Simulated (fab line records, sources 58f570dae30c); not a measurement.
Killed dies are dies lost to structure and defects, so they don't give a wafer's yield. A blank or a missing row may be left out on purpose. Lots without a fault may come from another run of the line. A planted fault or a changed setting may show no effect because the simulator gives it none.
fab line records | flow berkeley_cmos170 | part 1 of 2: steps 1 to 31 of 44
record lots=5 wafers=15 last_day=11
route steps=331 shown NWELL@29 PWELL@34 WELLDRIVE@55 ACTIVE@60
lots that met no fault: from a run of the same line without faults
start_h: hours from the record's first day to the start of the lot's first wafer shown | wait_h: hours since the lot's step before | " the same as in the row above | L1.1+2: a row that stands for several wafers | - no value, or no start given | * or withheld: withheld | < > ~ a bound
route shown NAME@n: a module of which the file shows steps, and the number in the route of the first | usual: mean/standard deviation of fault-free wafers | same: alike in all rows | chamber/n: place in a boat | sites: the reading at each site | _std_site: their standard deviation | _edge_site: outer sites' mean less inner sites' | radius_mm: how far each site lies from the wafer's centre | mask NAME#n: copy n | behind: the tool/chamber that last shaped the wafer | hold: why the lot was held/for how many hours/how that ended | device: the transistor (n, p or np) that didn't switch | end of line: the same wafers' tests at the end of the route | a step without rows: its recipe alone | killed: dies lost to structure and defects at the first sort, not the wafer's yield | map: a wafer's dies, x killed, . not, _ none there
set.NAME: the setting as run; set.NAME@STEP: as run at that earlier step | model.NAME: the simulator's own value behind a step, which no gauge read
lots at some steps of the route; a table a step, a row a wafer
services: from which hour (start_h, from the record's first day; less than 0 if before it) a tool's chamber was out of use, for how many hours, and why
## steps
# step UCB170_NWELL_STRIP_15
# recipe chemistry=O2 power_w=400 pressure_mtorr=3500 platen_temp_c=withheld o2_flow_sccm=400 overash_fraction=0.5
# usual drypump_motor_current_A=5.6/0.34 o2_flow_sccm=400.0/1.2 oes_product_au=0.721/0.0045 strip_time_to_endpoint_s=18.05/0.071
# columns lot.wafer tool chamber start_h wait_h drypump_motor_current_A o2_flow_sccm oes_product_au rf_hours_counter_h strip_time_to_endpoint_s
L076.4 plasma_asher-03 0 44.97 0.1 5.8 399.3 0.723 - 18.21
L076.5 " 1 " " 5.9 399.4 0.723 - 18.09
L076.6 " 0 " " 5.8 397.7 0.723 - 18.01
L078.2 plasma_asher-01 1 48.55 0.1 5.0 399.7 0.718 34 18.02
L078.3 " 1 " " 5.0 398.6 0.724 - 17.99
L078.5 " 1 " " 5.0 400.8 0.719 - 18.08
L085.2 plasma_asher-02 0 85.36 0.1 5.5 400.2 0.720 29 18.02
L085.4 " 1 " " 5.9 397.9 0.718 - 17.91
L085.5 " 1 " " 5.9 398.2 0.720 - 17.97
L091.1 plasma_asher-01 1 117.82 0.1 5.0 399.2 0.716 43 18.02
L091.2 " 0 " " 5.3 398.0 0.722 43 18.10
L091.5 " 0 " " 5.3 398.0 0.720 - 18.13
L093.4 plasma_asher-01 0 143.95 0.1 5.3 400.5 0.721 - 18.22
L093.5 " 0 " " 5.3 399.8 0.723 - 18.06
L093.6 " 1 " " 5.0 398.9 0.721 - 18.04
# step UCB170_NWELL_TW_MEAS_16
# usual NWELL_TW=1248/6.8
# columns lot.wafer tool chamber start_h wait_h NWELL_TW
L076.4 film_metro-02 - 45.06 0.1 1251
L076.5 " - " " 1247
L076.6 " - " " 1254
L078.2 film_metro-02 - 48.66 0.1 1257
L078.3 " - " " 1258
L078.5 " - " " 1248
L085.2 film_metro-03 - 85.47 0.1 1234
L085.4 " - " " 1240
L085.5 " - " " 1230
L091.1 film_metro-02 - 117.92 0.1 1259
L091.2 " - " " 1247
L091.5 " - " " 1256
L093.4 film_metro-04 - 144.04 0.1 1245
L093.5 " - " " 1240
L093.6 " - " " 1240
# step UCB170_NWELL_CLEAN_17
# recipe chemistry=SPM temp_c=120 time_s=600
# columns lot.wafer tool chamber start_h wait_h
L076.4+5+6 wet_bench-04 0 45.09 0.0
L078.2+3+5 wet_bench-02 3 49.29 0.6
L085.2+4+5 wet_bench-03 2 85.52 0.0
L091.1+2+5 wet_bench-04 3 117.98 0.1
L093.4+5+6 wet_bench-04 0 144.07 0.0
# step UCB170_NWELL_WET_ETCH_18
# recipe chemistry=H3PO4 target=Si3N4 temp_c=160 time_s=14400
# columns lot.wafer tool chamber start_h wait_h
L076.4+5+6 wet_bench-04 0 45.27 0.0
L078.2+3+5 wet_bench-02 2 49.54 0.1
L085.2+4+5 wet_bench-04 1 85.90 0.0
L091.1+2+5 wet_bench-03 1 118.16 0.0
L093.4+5+6 wet_bench-04 3 144.49 0.2
# step UCB170_NWELL_WET_ETCH_19
# recipe chemistry=BOE dilution=5:1 target=SiO2 temp_c=25 time_s=22
# columns lot.wafer tool chamber start_h wait_h
L076.4+5+6 wet_bench-02 0 49.53 0.2
L078.2+3+5 wet_bench-03 0 53.62 0.1
L085.2+4+5 wet_bench-02 2 89.91 0.0
L091.1+2+5 wet_bench-02 2 122.53 0.0
L093.4+5+6 wet_bench-04 0 149.93 0.7
# step UCB170_PWELL_CLEAN_00
# recipe chemistry=SPM temp_c=120 time_s=600
# columns lot.wafer tool chamber start_h wait_h
L076.4+5+6 wet_bench-03 2 52.16 2.6
L078.2+3+5 wet_bench-04 2 53.67 0.0
L085.2+4+5 wet_bench-04 0 89.93 0.0
L091.1+2+5 wet_bench-04 0 122.55 0.0
L093.4+5+6 wet_bench-02 3 151.74 1.8
# step UCB170_PWELL_CLEAN_01
# recipe chemistry=dHF dilution=25:1 time_s=60
# columns lot.wafer tool chamber start_h wait_h
L076.4+5+6 wet_bench-03 0 53.01 0.7
L078.2+3+5 wet_bench-04 3 53.86 0.0
L085.2+4+5 wet_bench-02 1 90.12 0.0
L091.1+2+5 wet_bench-03 2 122.72 0.0
L093.4+5+6 wet_bench-02 0 152.49 0.6
# step UCB170_PWELL_OXIDATION_02
# recipe temp_c=1000 ambient=O2 target_thk_a=264 ox_time_s=1260
# usual zone_power_load_pct=33.4/1.4
# columns lot.wafer tool chamber start_h wait_h zone_power_load_pct
L076.4 furnace-04 0 53.84 0.8 32.8
L076.5 " 0 " " 32.6
L076.6 " 0 " " 32.8
L078.2 furnace-02 0 55.69 1.8 35.0
L078.3 " 0 " " 35.7
L078.5 " 0 " " 35.4
L085.2 furnace-02 0 93.11 3.0 35.3
L085.4 " 0 " " 35.9
L085.5 " 0 " " 35.3
L091.1 furnace-03 0 132.52 9.8 32.3
L091.2 " 0 " " 32.2
L091.5 " 0 " " 32.6
L093.4 furnace-02 0 152.79 0.3 35.8
L093.5 " 0 " " 35.0
L093.6 " 0 " " 35.0
# step UCB170_PWELL_THK_MEAS_03
# recipe reads=SiO2_of_PWELL_OXIDATION_02
# usual PWELL_OXIDE_THK=26.4/0.44
# columns lot.wafer tool chamber start_h wait_h PWELL_OXIDE_THK[nm]
L076.4 film_metro-01 - 55.22 0.0 25.6
L076.5 " - " " 26.1
L076.6 " - " " 25.7
L078.2 film_metro-01 - 57.05 0.0 26.8
L078.3 " - " " 27.0
L078.5 " - " " 26.7
L085.2 film_metro-02 - 94.47 0.0 26.4
L085.4 " - " " 26.1
L085.5 " - " " 26.2
L091.1 film_metro-04 - 133.87 0.0 26.0
L091.2 " - " " 26.3
L091.5 " - " " 26.3
L093.4 film_metro-02 - 154.17 0.0 26.3
L093.5 " - " " 25.6
L093.6 " - " " 25.8
# step UCB170_PWELL_ANNEAL_04
# recipe temp_c=1000 time_s=900 ambient=N2
# usual zone_power_load_pct=33.2/1.2
# columns lot.wafer tool chamber start_h wait_h zone_power_load_pct
L076.4 furnace-04 0 58.21 3.0 32.7
L076.5 " 0 " " 32.8
L076.6 " 0 " " 33.1
L078.2 furnace-04 0 58.21 1.2 33.3
L078.3 " 0 " " 32.7
L078.5 " 0 " " 33.2
L085.2 furnace-03 0 95.68 1.2 32.4
L085.4 " 0 " " 32.4
L085.5 " 0 " " 31.9
L091.1 furnace-04 0 138.82 4.9 33.0
L091.2 " 0 " " 33.2
L091.5 " 0 " " 32.7
L093.4 furnace-02 0 155.80 1.6 35.4
L093.5 " 0 " " 35.5
L093.6 " 0 " " 35.5
# step UCB170_PWELL_CVD_05
# recipe material=Si3N4 target_thk_nm=220 temp_c=800 precursor=SiH2Cl2/NH3 time_s=3300 pressure_mtorr=200 sih2cl2_flow_sccm=25 nh3_flow_sccm=75
# usual pressure_mtorr=199.8/0.45 zone_power_load_pct=18.4/0.86
# columns lot.wafer tool chamber start_h wait_h pressure_mtorr zone_power_load_pct
L076.4 lpcvd-01 0 59.46 0.0 199.8 19.0
L076.5 " 0 " " 199.9 18.9
L076.6 " 0 " " 200.0 19.1
L078.2 lpcvd-01 0 59.46 0.0 199.6 19.2
L078.3 " 0 " " 199.7 18.9
L078.5 " 0 " " 199.8 19.2
L085.2 lpcvd-01 0 96.93 0.0 200.4 19.0
L085.4 " 0 " " 200.5 19.0
L085.5 " 0 " " 200.4 18.8
L091.1 lpcvd-01 1 140.07 0.0 199.2 18.3
L091.2 " 1 " " 199.4 18.5
L091.5 " 1 " " 199.6 18.3
L093.4 lpcvd-02 0 157.05 0.0 200.5 17.5
L093.5 " 0 " " 199.6 17.2
L093.6 " 0 " " 200.3 17.2
# step UCB170_PWELL_THK_MEAS_06
# recipe reads=Si3N4_of_PWELL_CVD_05
# usual PWELL_NITRIDE_THK=219.9/2.3
# columns lot.wafer tool chamber start_h wait_h PWELL_NITRIDE_THK[nm]
L078.2 film_metro-02 - 62.34 0.0 224.0
L078.3 " - " " 224.4
L078.5 " - " " 224.8
L076.4 film_metro-01 - 62.36 0.0 220.7
L076.5 " - " " 221.0
L076.6 " - " " 220.6
L085.2 film_metro-01 - 98.86 0.0 218.5
L085.4 " - " " 217.7
L085.5 " - " " 217.8
L091.1 film_metro-04 - 141.99 0.0 217.9
L091.2 " - " " 218.6
L091.5 " - " " 217.8
L093.4 film_metro-01 - 159.00 0.0 219.9
L093.5 " - " " 220.8
L093.6 " - " " 220.8
# step UCB170_PWELL_HMDS_07
# recipe prime_time_s=60 prime_temp_c=100
# columns lot.wafer tool chamber start_h wait_h
L076.4+5+6 litho_track-01 0 62.79 0.4
L078.2+3+5 litho_track-02 0 62.92 0.6
L085.2+4+5 litho_track-03 0 99.26 0.4
L091.1+2+5 litho_track-03 0 142.05 0.1
L093.4+5+6 litho_track-03 0 159.10 0.1
# step UCB170_PWELL_COAT_08
# recipe resist=KrF spin_rpm=1500 resist_thk_nm=900
# columns lot.wafer tool chamber start_h wait_h
L076.4+5+6 litho_track-01 0 62.94 0.1
L078.2+3+5 litho_track-02 0 63.07 0.1
L085.2+4+5 litho_track-03 0 99.41 0.1
L091.1+2+5 litho_track-03 0 142.20 0.1
L093.4+5+6 litho_track-03 0 159.25 0.1
# step UCB170_PWELL_SOFTBAKE_09
# recipe resist=KrF temp_c=130 time_s=60
# usual heater_power_total_W=56.80/0.047
# columns lot.wafer tool chamber start_h wait_h heater_power_total_W
L076.4 litho_track-01 0 63.09 0.1 56.76
L076.5 " 0 " " 56.75
L076.6 " 0 " " 56.84
L078.2 litho_track-02 0 63.22 0.1 56.83
L078.3 " 0 " " 56.83
L078.5 " 0 " " 56.80
L085.2 litho_track-03 0 99.56 0.1 56.75
L085.4 " 0 " " 56.76
L085.5 " 0 " " 56.72
L091.1 litho_track-03 0 142.35 0.1 56.77
L091.2 " 0 " " 56.77
L091.5 " 0 " " 56.81
L093.4 litho_track-03 0 159.40 0.1 56.84
L093.5 " 0 " " 56.75
L093.6 " 0 " " 56.86
# step UCB170_PWELL_EXPOSE_10
# recipe mask_id=PWELL target_cd_nm=3000 na=0.5 sigma_outer=0.6 source_shape=conventional dose_mj=19
# columns lot.wafer tool chamber start_h wait_h mask
L076.4+5+6 krf_scanner-02 0 63.23 0.1 PWELL#0
L078.2+3+5 krf_scanner-02 0 63.36 0.1 PWELL#0
L085.2+4+5 krf_scanner-01 0 99.78 0.2 PWELL#0
L091.1+2+5 krf_scanner-01 0 142.50 0.1 PWELL#0
L093.4+5+6 krf_scanner-02 0 159.54 0.1 PWELL#0
# step UCB170_PWELL_PEB_11
# recipe peb_temp_c=130 peb_time_s=withheld resist=KrF
# usual heater_power_total_W=56.80/0.049
# columns lot.wafer tool chamber start_h wait_h heater_power_total_W
L076.4 litho_track-01 0 63.97 0.7 56.74
L076.5 " 0 " " 56.75
L076.6 " 0 " " 56.81
L078.2 litho_track-03 0 64.14 0.8 56.73
L078.3 " 0 " " 56.83
L078.5 " 0 " " 56.83
L085.2 litho_track-03 0 100.61 0.8 56.86
L085.4 " 0 " " 56.70
L085.5 " 0 " " 56.82
L091.1 litho_track-03 0 142.61 0.1 56.81
L091.2 " 0 " " 56.81
L091.5 " 0 " " 56.81
L093.4 litho_track-02 0 159.67 0.1 56.86
L093.5 " 0 " " 56.85
L093.6 " 0 " " 56.83
# step UCB170_PWELL_DEVELOP_12
# recipe developer=TMAH develop_time_s=45 resist=KrF dev_temp_c=21
# columns lot.wafer tool chamber start_h wait_h
L076.4+5+6 litho_track-01 0 - -
L078.2+3+5 litho_track-03 0 - -
L085.2+4+5 litho_track-03 0 - -
L091.1+2+5 litho_track-03 0 - -
L093.4+5+6 litho_track-02 0 - -
# step UCB170_PWELL_OVL_MEAS_13
# usual PWELL_OVL=4/5.6
# columns lot.wafer tool chamber start_h wait_h PWELL_OVL[nm]
L076.4 overlay-02 - 64.19 - 9
L076.5 " - " " 6
L076.6 " - " " 8
L078.2 overlay-01 - 64.40 - 3
L078.3 " - " " 1
L078.5 " - " " 7
L085.2 overlay-02 - 100.87 - -9
L085.4 " - " " 3
L085.5 " - " " -5
L091.1 overlay-01 - 142.89 - 7
L091.2 " - " " 6
L091.5 " - " " -1
L093.4 overlay-01 - 159.89 - 11
L093.5 " - " " 15
L093.6 " - " " 9
# step UCB170_PWELL_ETCH_14
# recipe chemistry=CH3F/Ar/O2 target=Si3N4 stop_on=SiO2 CH3F_flow_sccm=20 Ar_flow_sccm=50 O2_flow_sccm=7 pressure_mtorr=50 rf_w=450 target_depth_a=2420 over_etch_frac=0.1 time_s=151
# usual drypump_motor_current_A=5.8/0.57 oes_product_au=0.939/0.014 throttle_valve_pct=8.04/0.16
# columns lot.wafer tool chamber start_h wait_h drypump_motor_current_A oes_product_au rf_hours_counter_h throttle_valve_pct
L076.4 rie_diel-03 3 64.25 0.1 4.9 0.926 - 7.90
L076.5 " 1 " " 5.0 0.926 - 8.26
L076.6 " 2 " " 5.7 0.960 - 8.09
L078.2 rie_diel-01 3 64.43 0.0 5.6 0.954 92 7.85
L078.3 " 0 " " 5.9 0.955 8 7.76
L078.5 " 2 " " 6.2 0.952 - 7.91
L085.2 rie_diel-03 1 100.90 0.0 5.0 0.924 112 8.27
L085.4 " 3 " " 5.0 0.923 108 7.88
L085.5 " 0 " " 6.0 0.935 - 7.99
L091.1 rie_diel-02 2 142.92 0.0 6.4 0.914 57 8.19
L091.2 " 1 " " 6.7 0.942 12 8.23
L091.5 " 0 " " 6.4 0.931 - 8.14
L093.4 rie_diel-03 0 159.91 0.0 6.0 0.945 4 7.97
L093.5 " 3 " " 4.9 0.934 - 7.88
L093.6 " 2 " " 5.7 0.949 - 8.09
# step UCB170_PWELL_IMPLANT_15
# recipe species=B dose_cm2=5e+12 energy_kev=60 tilt_deg=7
# columns lot.wafer tool chamber start_h wait_h
L076.4+5+6 implanter-04 0 64.38 0.1
L078.2+3+5 implanter-03 0 64.55 0.1
L085.2+4+5 implanter-04 0 101.02 0.1
L091.1+2+5 implanter-04 0 143.03 0.1
L093.4+5+6 implanter-01 0 160.08 0.1
# step UCB170_PWELL_STRIP_16
# recipe chemistry=O2 power_w=400 pressure_mtorr=3500 platen_temp_c=withheld o2_flow_sccm=400 overash_fraction=0.5
# usual drypump_motor_current_A=5.86/0.24 o2_flow_sccm=399.9/1.3 oes_product_au=0.721/0.0048 strip_time_to_endpoint_s=18.13/0.085
# columns lot.wafer tool chamber start_h wait_h drypump_motor_current_A o2_flow_sccm oes_product_au rf_hours_counter_h strip_time_to_endpoint_s
L076.4 plasma_asher-04 1 64.49 0.1 6.46 400.2 0.728 - 18.08
L076.5 " 0 " " 5.82 396.9 0.718 - 18.17
L076.6 " 1 " " 6.48 403.2 0.723 - 18.10
L078.2 plasma_asher-03 1 64.68 0.1 5.87 401.9 0.715 37 18.10
L078.3 " 1 " " 5.89 398.8 0.726 - 18.09
L078.5 " 0 " " 5.78 400.1 0.725 - 18.13
L085.2 plasma_asher-04 0 101.15 0.1 5.79 398.0 0.721 38 18.09
L085.4 " 0 " " 5.82 399.7 0.732 - 18.13
L085.5 " 1 " " 6.45 402.7 0.723 - 18.11
L091.1 plasma_asher-02 1 143.18 0.1 5.92 400.1 0.716 35 18.35
L091.2 " 0 " " 5.56 400.2 0.715 35 18.22
L091.5 " 0 " " 5.54 401.0 0.720 - 18.39
L093.4 plasma_asher-02 0 160.19 0.1 5.53 399.6 0.716 - 18.08
L093.5 " 0 " " 5.56 399.5 0.715 - 18.09
L093.6 " 1 " " 5.94 400.1 0.722 - 18.10
# step UCB170_PWELL_TW_MEAS_17
# usual PWELL_TW=379.6/1.9
# columns lot.wafer tool chamber start_h wait_h PWELL_TW
L076.4 film_metro-01 - 64.58 0.1 379.1
L076.5 " - " " 380.7
L076.6 " - " " 378.6
L078.2 film_metro-04 - 64.79 0.1 379.8
L078.3 " - " " 379.3
L078.5 " - " " 378.0
L085.2 film_metro-04 - 101.26 0.1 376.3
L085.4 " - " " 377.6
L085.5 " - " " 374.8
L091.1 film_metro-01 - 143.28 0.1 381.9
L091.2 " - " " 380.5
L091.5 " - " " 380.4
L093.4 film_metro-02 - 160.29 0.1 380.3
L093.5 " - " " 380.0
L093.6 " - " " 379.2
# step UCB170_PWELL_CLEAN_18
# recipe chemistry=SPM temp_c=120 time_s=600
# columns lot.wafer tool chamber start_h wait_h
L076.4+5+6 wet_bench-02 1 64.61 0.0
L078.2+3+5 wet_bench-02 0 64.84 0.0
L085.2+4+5 wet_bench-02 1 101.31 0.0
L091.1+2+5 wet_bench-03 3 143.34 0.1
L093.4+5+6 wet_bench-03 0 161.28 1.0
# step UCB170_PWELL_WET_ETCH_19
# recipe chemistry=H3PO4 target=Si3N4 temp_c=160 time_s=14400
# columns lot.wafer tool chamber start_h wait_h
L076.4+5+6 wet_bench-03 2 64.79 0.0
L078.2+3+5 wet_bench-02 3 65.25 0.2
L085.2+4+5 wet_bench-04 3 101.57 0.1
L091.1+2+5 wet_bench-02 2 143.54 0.0
L093.4+5+6 wet_bench-02 2 161.65 0.2
# step UCB170_PWELL_WET_ETCH_20
# recipe chemistry=BOE dilution=5:1 target=SiO2 temp_c=25 time_s=22
# columns lot.wafer tool chamber start_h wait_h
L076.4+5+6 wet_bench-02 0 69.50 0.3
L078.2+3+5 wet_bench-02 2 69.50 0.2
L085.2+4+5 wet_bench-03 0 105.57 0.0
L091.1+2+5 wet_bench-03 2 148.92 1.4
L093.4+5+6 wet_bench-04 3 165.66 0.0
# step UCB170_WELLDRIVE_CLEAN_00
# recipe chemistry=SPM temp_c=120 time_s=600
# columns lot.wafer tool chamber start_h wait_h
L076.4+5+6 wet_bench-03 1 69.84 0.3
L078.2+3+5 wet_bench-03 2 69.84 0.3
L085.2+4+5 wet_bench-04 0 105.59 0.0
L091.1+2+5 wet_bench-04 3 149.52 0.6
L093.4+5+6 wet_bench-03 1 165.67 0.0
# step UCB170_WELLDRIVE_OXIDATION_01
# recipe temp_c=1100 ambient=O2 target_thk_a=1990 ox_time_s=9000
# usual zone_power_load_pct=42.1/2.9
# columns lot.wafer tool chamber start_h wait_h zone_power_load_pct
L076.4 furnace-02 0 70.65 0.6 44.8
L076.5 " 0 " " 44.1
L076.6 " 0 " " 44.3
L078.2 furnace-02 0 70.65 0.6 45.5
L078.3 " 0 " " 44.0
L078.5 " 0 " " 44.8
L085.2 furnace-03 0 113.65 7.9 40.9
L085.4 " 0 " " 39.8
L085.5 " 0 " " 40.8
L091.1 furnace-03 0 150.19 0.5 40.2
L091.2 " 0 " " 41.0
L091.5 " 0 " " 40.6
L093.4 furnace-02 0 166.65 0.8 45.0
L093.5 " 0 " " 45.1
L093.6 " 0 " " 44.5
# step UCB170_WELLDRIVE_THK_MEAS_02
# recipe reads=SiO2_of_WELLDRIVE_OXIDATION_01
# usual WELLDRIVE_OXIDE_THK=200.5/3
# columns lot.wafer tool chamber start_h wait_h WELLDRIVE_OXIDE_THK[nm]
L078.2 film_metro-01 - 74.16 0.0 201.1
L078.3 " - " " 199.5
L078.5 " - " " 198.6
L076.4 film_metro-02 - 74.18 0.0 199.8
L076.5 " - " " 199.7
L076.6 " - " " 197.6
L085.2 film_metro-01 - 117.16 0.0 200.3
L085.4 " - " " 202.3
L085.5 " - " " 200.1
L091.1 film_metro-03 - 153.69 0.0 200.3
L091.2 " - " " 200.3
L091.5 " - " " 202.0
L093.4 film_metro-02 - 170.18 0.0 204.6
L093.5 " - " " 204.4
L093.6 " - " " 202.8
# step UCB170_WELLDRIVE_ANNEAL_03
# recipe temp_c=1100 time_s=900 ambient=N2
# usual zone_power_load_pct=40.8/2.4
# columns lot.wafer tool chamber start_h wait_h zone_power_load_pct
L076.4 furnace-02 0 77.65 3.5 45.2
L076.5 " 0 " " 44.3
L076.6 " 0 " " 44.7
L078.2 furnace-02 0 77.65 3.5 44.7
L078.3 " 0 " " 44.9
L078.5 " 0 " " 45.2
L085.2 furnace-01 0 125.81 8.6 37.9
L085.4 " 0 " " 37.9
L085.5 " 0 " " 38.0
L091.1 furnace-03 0 155.19 1.5 41.1
L091.2 " 0 " " 41.4
L091.5 " 0 " " 41.1
L093.4 furnace-01 0 170.97 0.8 37.4
L093.5 " 0 " " 38.2
L093.6 " 0 " " 37.8
# step UCB170_WELLDRIVE_WET_ETCH_04
# recipe chemistry=BOE dilution=5:1 target=SiO2 temp_c=25 time_s=120
# columns lot.wafer tool chamber start_h wait_h
L076.4+5+6 wet_bench-04 3 78.90 0.0
L078.2+3+5 wet_bench-04 0 78.90 0.0
L085.2+4+5 wet_bench-02 1 127.06 0.0
L091.1+2+5 wet_bench-02 0 156.44 0.0
L093.4+5+6 wet_bench-04 1 172.22 0.0
